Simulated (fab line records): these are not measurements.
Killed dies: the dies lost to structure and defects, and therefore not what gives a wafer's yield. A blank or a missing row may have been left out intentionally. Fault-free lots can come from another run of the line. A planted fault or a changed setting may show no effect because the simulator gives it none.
2 desks looking at one fault | flow rit_cmos | numbers are kept per desk, each desk with only its own; the story behind them comes last

== THE METROLOGY DESK ==
What the gauges read for every lot (on any tool): the sampled wafers with a number, averaged. A lot is out of limits, marked OUT, if its mean lies more than 4 standard deviations from the usual mean; the brackets give that distance.
Columns: A = PRETRO_TW at RIT_PRETRO_TW_MEAS_10, usual 476
lot  | first seen here | A
L370 | day 2 14:37     | 477
L371 | day 2 20:20     | 471
L372 | day 3 01:30     | 476
L373 | day 3 04:38     | 476
L374 | day 3 08:40     | 470
L375 | day 3 13:49     | 478
L377 | day 4 01:44     | 471
L380 | day 4 13:59     | 479
L387 | day 6 02:58     | 482
L388 | day 6 08:56     | 544 (+14) OUT
L390 | day 6 17:11     | 543 (+14) OUT
L391 | day 6 22:08     | 479
L392 | day 7 00:39     | 481
L393 | day 7 09:22     | 473
This desk's result: L388, L390 out of limits, first on L388 (PRETRO_TW at RIT_PRETRO_TW_MEAS_10), day 6 08:56. Within limits: L370, L371, L372, L373, L374, L375, L377, L380, L387, L391, L392, L393.

== FOR THE TOOL OWNER'S DESK: implanter-01 ==
The tool's own readings at RIT_PRETRO_IMPLANT_08, given as means over the sampled wafers that have a number, one for each lot that went through this tool. A lot is out of limits, marked OUT, if its mean lies more than 4 standard deviations from the usual mean; the brackets give that distance.
Columns: A = dose_ions_cm2 at RIT_PRETRO_IMPLANT_08, usual 1.2e+13; B = end_station_pressure_torr at RIT_PRETRO_IMPLANT_08, usual 5e-06 Torr; C = faraday_current_uA at RIT_PRETRO_IMPLANT_08, usual 38.0
lot  | first seen here | A                         | B     | C
L371 | day 2 20:01     | 1.2e+13                   | 5e-06 | 38.4
L372 | day 3 01:11     | 1.2e+13                   | 5e-06 | 36.5
L380 | day 4 13:42     | 1.2e+13                   | 5e-06 | 39.1
L388 | day 6 08:38     | 1.8e+13 (+99 or more) OUT | 5e-06 | 56.9 (+26) OUT
L390 | day 6 16:52     | 1.8e+13 (+99 or more) OUT | 5e-06 | 57.2 (+26) OUT
This desk's verdict: out of limits on L388, L390, starting with L388 at day 6 08:38 (dose_ions_cm2 at RIT_PRETRO_IMPLANT_08). Within limits: L371, L372, L380.

== BROUGHT TOGETHER ==
An alarm could have come from the tool owner's desk at day 6 08:38, on L388, L390.
The metrology desk could have raised an alarm at day 6 08:56, on L388, L390.
All the named lots went through RIT_PRETRO_IMPLANT_08 on implanter-01.

== WHAT THE SIMULATOR HAD PUT IN ==
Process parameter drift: implanter-01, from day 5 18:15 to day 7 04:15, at RIT_PRETRO_IMPLANT_08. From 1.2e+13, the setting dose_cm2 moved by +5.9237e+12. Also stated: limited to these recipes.
Struck lots among those shown: L388, L390.
Fault start to first reading out of limits, in hours, per desk: tool owner, 14; metrology, 15.
